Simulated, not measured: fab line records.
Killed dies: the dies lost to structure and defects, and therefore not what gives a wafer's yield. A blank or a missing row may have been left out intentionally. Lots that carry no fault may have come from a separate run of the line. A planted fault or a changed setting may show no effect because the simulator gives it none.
Code-filled problem report in 8D (eight disciplines) form + flow berkeley_cmos170 + the parts of the form that need people (team, actions taken, sign-off) are left out

1. THE PROBLEM
PFIELD_TW at UCB170_PFIELD_TW_MEAS_09 reads a mean of 541 on 6 wafers of 2 lots; wafers without a fault read 604 with a standard deviation of 4.3. Measured from the usual mean, that is -15 standard deviations.
The first sign was on wafer L268.2 at day 5 07:42, on film_metro-03. Wafers with a number at this step in the record: 42, from 14 lots. By rule, "out" or "out of limits" means more than 4 standard deviations away from the usual mean. Any other wafer with a number is counted as sound.

2. WHAT THIS IS AND IS NOT
| question                    | is                           | is not                                                                                                              |
|-----------------------------|------------------------------|---------------------------------------------------------------------------------------------------------------------|
| which readings at this step | PFIELD_TW                    | -                                                                                                                   |
| which lots                  | L268, L271                   | L263, L264, L265, L270, L276, L278, L280, L281, L282, L283, L284, L286                                              |
| which wafers of those lots  | all that have a number       | -                                                                                                                   |
| read on which gauges        | film_metro-01, film_metro-03 | film_metro-04                                                                                                       |
| when                        | from day 5 07:42             | up to then (9 sound wafers); but 27 sound wafers of L270, L276, L278, L280, L281, L282, L283, L284, L286 came after |

3. SUSPECTS, AND WHAT RULES EACH OUT
Counting: any tool at a process step up to the reading is kept as a suspect provided that every lot that is out went through it and no sound lot did after the first of them.
- the gauge at UCB170_PFIELD_TW_MEAS_09 has been ruled out. Those wafers that are out were read across 2 gauges (film_metro-01, film_metro-03).
- implanter-03 at UCB170_PFIELD_IMPLANT_07: ruled out as a lasting fault. After its first lot that is out, L268 (day 5 07:28), sound lots L284 ran on it.
Left after counting: nothing in the record.

4. THE CAUSE (what the simulator had put in)
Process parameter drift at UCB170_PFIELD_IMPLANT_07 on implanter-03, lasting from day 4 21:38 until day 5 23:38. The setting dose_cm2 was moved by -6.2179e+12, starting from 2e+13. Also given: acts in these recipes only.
It was ruled out by counting, in error; the rule expects a fault to strike all lots run on its tool from its start on, and this fault did not.

5. SEQUENCE OF EFFECTS, ordered by route
One row per reading whose mean, taken over the struck wafers that have a number, lies over 3 standard deviations from the usual. Only readings for which the record gives a usual standard deviation are gone through. hours: the time from each lot's start at the first step in this table that gives one to its start at this step, as a median over the lots. sigmas: the change in usual standard deviations.
| hours | step                     | reading            | usual      | on struck wafers | change      | sigmas      |
|-------|--------------------------|--------------------|------------|------------------|-------------|-------------|
| 0     | UCB170_PFIELD_IMPLANT_07 | dose_ions_cm2      | 1.9995e+13 | 1.3794e+13       | -6.2008e+12 | -99 or more |
| 0     | UCB170_PFIELD_IMPLANT_07 | faraday_current_uA | 63.3       | 43.0             | -20.3       | -17         |
| 0     | UCB170_PFIELD_TW_MEAS_09 | PFIELD_TW          | 604        | 541              | -63         | -15         |
Process steps it contains:
- UCB170_PFIELD_IMPLANT_07

6. HOW IT WOULD HAVE BEEN CAUGHT EARLIER
10 hours passed between the start of the fault at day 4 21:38 and the first reading out of limits at a measuring or inspecting step in this record, taken at day 5 07:42.
Tool's own readings at UCB170_PFIELD_IMPLANT_07, dose_ions_cm2, faraday_current_uA: out on all struck wafers the step has rows for; an alarm limit on them would have tripped on the first.
